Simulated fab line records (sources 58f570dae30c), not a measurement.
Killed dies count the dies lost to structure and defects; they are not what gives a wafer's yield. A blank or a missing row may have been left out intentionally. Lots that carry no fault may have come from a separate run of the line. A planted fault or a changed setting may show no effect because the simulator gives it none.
Code-filled problem report in 8D (eight disciplines) form | flow berkeley-cmos170 | the parts of the form that need people (team, actions taken, sign-off) are left out

== 1. PROBLEM STATEMENT ==
Wafers without a fault read 158.4 s, standard deviation 0.43; run-length-s at UCB170_M1_METAL_ETCH_12 reads a mean of 149.2 s on 2 wafers belonging to 2 lots. That is -21 standard deviations from the usual mean.
The step: etches Al in Cl2/BCl3, stops on PSG, target depth 780 nm, time 130 s.
Seen first at day 9 11:49 on rie-metal-03, wafer L309.5. Wafers with a number at this step in the record: 38, from 14 lots. Rule for "out" (also "out of limits"): further than 4 standard deviations from the usual mean. All remaining wafers that have a number are taken as sound.

== 2. WHAT IT IS, WHAT IT ISN'T ==
question                    | is                           | is not
which readings at this step | run-length-s, oes-product-au | drypump-motor-current-A, throttle-valve-pct
which lots                  | L309, L311                   | L303, L304, L305, L306, L307, L313, L314, L317, L320, L321, L324, L326
which wafers of those lots  | all that have a number       | -
read on which tools         | rie-metal-03                 | rie-metal-01, rie-metal-04
when                        | from day 9 11:49             | up to then (15 sound wafers); but 21 sound wafers of L313, L314, L317, L320, L321, L324, L326 came after

== 3. THE SUSPECTS, EACH WITH WHAT RULES IT OUT ==
Counting: a tool at a process step up to the reading stays a suspect if it ran every lot that is out and no sound lot after the first of them.
- rie-metal-03 at UCB170_M1_METAL_ETCH_12 (etches Al in Cl2/BCl3, stops on PSG, target depth 780 nm, time 130 s): kept. It processed each lot that is out, first L309 at day 9 11:49, and no sound lot thereafter; up to then, the last sound lot it processed was L306 at day 8 19:52. Its own oes-product-au, run-length-s readings are out on those wafers.
Remaining after the count: rie-metal-03 at UCB170_M1_METAL_ETCH_12.

== 4. THE CAUSE (what the simulator had put in) ==
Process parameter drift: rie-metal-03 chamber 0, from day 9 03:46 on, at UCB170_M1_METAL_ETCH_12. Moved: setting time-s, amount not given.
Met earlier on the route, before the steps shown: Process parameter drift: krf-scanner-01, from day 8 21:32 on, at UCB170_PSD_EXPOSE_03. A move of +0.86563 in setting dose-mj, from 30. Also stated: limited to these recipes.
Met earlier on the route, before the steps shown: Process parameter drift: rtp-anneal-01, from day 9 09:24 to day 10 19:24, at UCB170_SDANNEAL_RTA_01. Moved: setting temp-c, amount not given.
The count eliminated every tool but this one.

== 5. THE EFFECT CHAIN, in route order ==
One row per reading whose mean, taken over the struck wafers that have a number, lies over 3 standard deviations from the usual. Scope: only readings with a usual standard deviation given in the record; hours: median across lots of the time from each lot's start at the first step in this table that gives one to its start at this step; sigmas: change in usual standard deviations.
hours | step                    | reading        | usual      | on struck wafers | change | sigmas
0     | UCB170_M1_METAL_ETCH_12 | oes-product-au | 0.848 a.u. | 0.929            | +0.081 | +9.8
0     | UCB170_M1_METAL_ETCH_12 | run-length-s   | 158.4 s    | 149.2            | -9.2   | -21
The process steps in it:
- UCB170_M1_METAL_ETCH_12: etches Al in Cl2/BCl3, stops on PSG, target depth 780 nm, time 130 s.

== 6. HOW IT WOULD HAVE BEEN CAUGHT EARLIER ==
8 hours passed between the start of the fault at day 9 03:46 and the first reading out of limits in this record, taken at day 9 11:49.
